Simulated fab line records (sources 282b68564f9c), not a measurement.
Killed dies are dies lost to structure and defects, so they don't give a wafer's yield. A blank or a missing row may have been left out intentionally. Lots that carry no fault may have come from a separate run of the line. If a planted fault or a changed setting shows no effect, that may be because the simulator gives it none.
What tool caused it? -- flow rit-cmos -- 45 wafers from 15 lots sampled at 3 of the route's 202 steps

== WHAT THE GAUGES READ, wafer by wafer ==
RIT_NRETRO_OVL_MEAS_06.
lot,measured,on,NRETRO_OVL (nm)
L170,day 2 08:17,overlay-02,1.8 -0.3 1.6
L171,day 2 11:38,overlay-02,-1.0 -0.6 -0.1
L172,day 2 17:11,overlay-01,1.0 -0.5 -0.7
L173,day 2 20:40,overlay-01,3.5 4.4 3.6
L174,day 3 02:05,overlay-01,-2.6 -2.8 -2.6
L176,day 3 11:59,overlay-02,-2.3 0.5 -0.4
L179,day 4 02:25,overlay-02,1.0 0.7 2.6
L180,day 4 07:20,overlay-02,-0.3 0.6 1.1
L184,day 5 04:05,overlay-01,- - -
L185,day 5 10:07,overlay-01,- - -
L186,day 5 16:42,overlay-02,- - -
L190,day 6 14:41,overlay-02,1.0 1.5 0.8
L191,day 6 17:23,overlay-02,-0.9 -0.3 1.7
L192,day 7 02:24,overlay-01,3.8 2.9 3.4
L193,day 7 07:29,overlay-01,0.0 2.2 0.1

RIT_PRETRO_TW_MEAS_10.
lot,measured,on,PRETRO_TW
L170,day 2 10:37,film-metro-03,481 481 479
L171,day 2 13:48,film-metro-03,482 480 480
L172,day 2 19:27,film-metro-03,479 481 483
L173,day 2 22:51,film-metro-03,484 483 481
L174,day 3 04:15,film-metro-02,466 470 469
L176,day 3 14:27,film-metro-01,482 484 484
L179,day 4 04:43,film-metro-03,478 481 476
L180,day 4 09:29,film-metro-01,482 481 486
L184,day 5 06:23,film-metro-02,1068 1063 1062
L185,day 5 12:21,film-metro-01,1087 1094 1091
L186,day 5 18:59,film-metro-03,1087 1089 1086
L190,day 6 16:51,film-metro-02,466 469 470
L191,day 6 19:33,film-metro-01,480 480 482
L192,day 7 04:34,film-metro-01,484 484 485
L193,day 7 09:56,film-metro-01,482 483 484

== EACH LOT AND THE TOOL THAT RAN IT (in order: tool; ch and the chambers of the sampled wafers; start) ==
lot,RIT_NRETRO_COAT_01
L170,"litho-track-02 ch 0, day 2 05:43"
L171,"litho-track-03 ch 0, day 2 10:54"
L172,"litho-track-04 ch 0, day 2 16:28"
L173,"litho-track-02 ch 0, day 2 19:57"
L174,"litho-track-04 ch 0, day 3 01:15"
L176,"litho-track-03 ch 0, day 3 11:05"
L179,"litho-track-03 ch 0, day 4 01:35"
L180,"litho-track-03 ch 0, day 4 06:36"
L184,"litho-track-03, day 5 03:15"
L185,"litho-track-03, day 5 09:23"
L186,"litho-track-02, day 5 15:58"
L190,"litho-track-02 ch 0, day 6 13:50"
L191,"litho-track-03 ch 0, day 6 16:34"
L192,"litho-track-02 ch 0, day 7 01:40"
L193,"litho-track-04 ch 0, day 7 06:46"
- RIT_NRETRO_COAT_01: resist thk 1289 nm.

== AS READ BY THE TOOLS THEMSELVES (means over the sampled wafers that have a number; for cases with no such wafer, the mark the record gives instead) ==
RIT_NRETRO_COAT_01.
lot,tool,chill-plate-temp-C (C),dispense-pressure-kPa (kPa)
L170,litho-track-02,23.09,51.3
L171,litho-track-03,22.91,53.2
L172,litho-track-04,23.04,57.4
L173,litho-track-02,23.04,51.3
L174,litho-track-04,23.03,57.5
L176,litho-track-03,22.95,53.2
L179,litho-track-03,23.05,53.2
L180,litho-track-03,22.93,53.2
L184,litho-track-03,-,-
L185,litho-track-03,-,-
L186,litho-track-02,-,-
L190,litho-track-02,23.00,51.3
L191,litho-track-03,22.95,53.2
L192,litho-track-02,22.87,51.3
L193,litho-track-04,23.17,57.5

== THE ANSWER, worked out from the rows above alone ==
Rule: usual is defined by the lots themselves. The widest of any qualifying gaps counts: lots, ordered by their means at a reading, are off when they make up no more than a third of the lots, leave a main group of 4 or more, and stand apart from it by 3 or more times the standard deviation of that group's means. If all means in a main group match to the digits the tables above print for the reading, that group is not used. Also off: a lot with no number at a reading for which 4 or more lots have one. Any other lot the step has rows for is counted as sound. Order of review: gauges by route order, followed by the tools' own readings, for which a lot's mean as printed above is used. The first step at which some lot is off is used, and at that step the reading that is off furthest; a lot without a number counts as furthest.
Off: L184, L185, L186, at RIT_NRETRO_OVL_MEAS_06 (NRETRO_OVL). Without a number there: L184, L185, L186. Main group: mean 0.7 nm, sd 1.7.
If a tool, at a process step before that reading, ran all the lots that are off and no sound lot after the first of them, it fits. Not tried: the gauges at RIT_NRETRO_OVL_MEAS_06; whatever is off there is also off at RIT_PRETRO_TW_MEAS_10, on other tools, and gauge error can't account for it. Not one of the candidates tried fits.

== WHAT WAS PUT IN BY THE SIMULATOR ==
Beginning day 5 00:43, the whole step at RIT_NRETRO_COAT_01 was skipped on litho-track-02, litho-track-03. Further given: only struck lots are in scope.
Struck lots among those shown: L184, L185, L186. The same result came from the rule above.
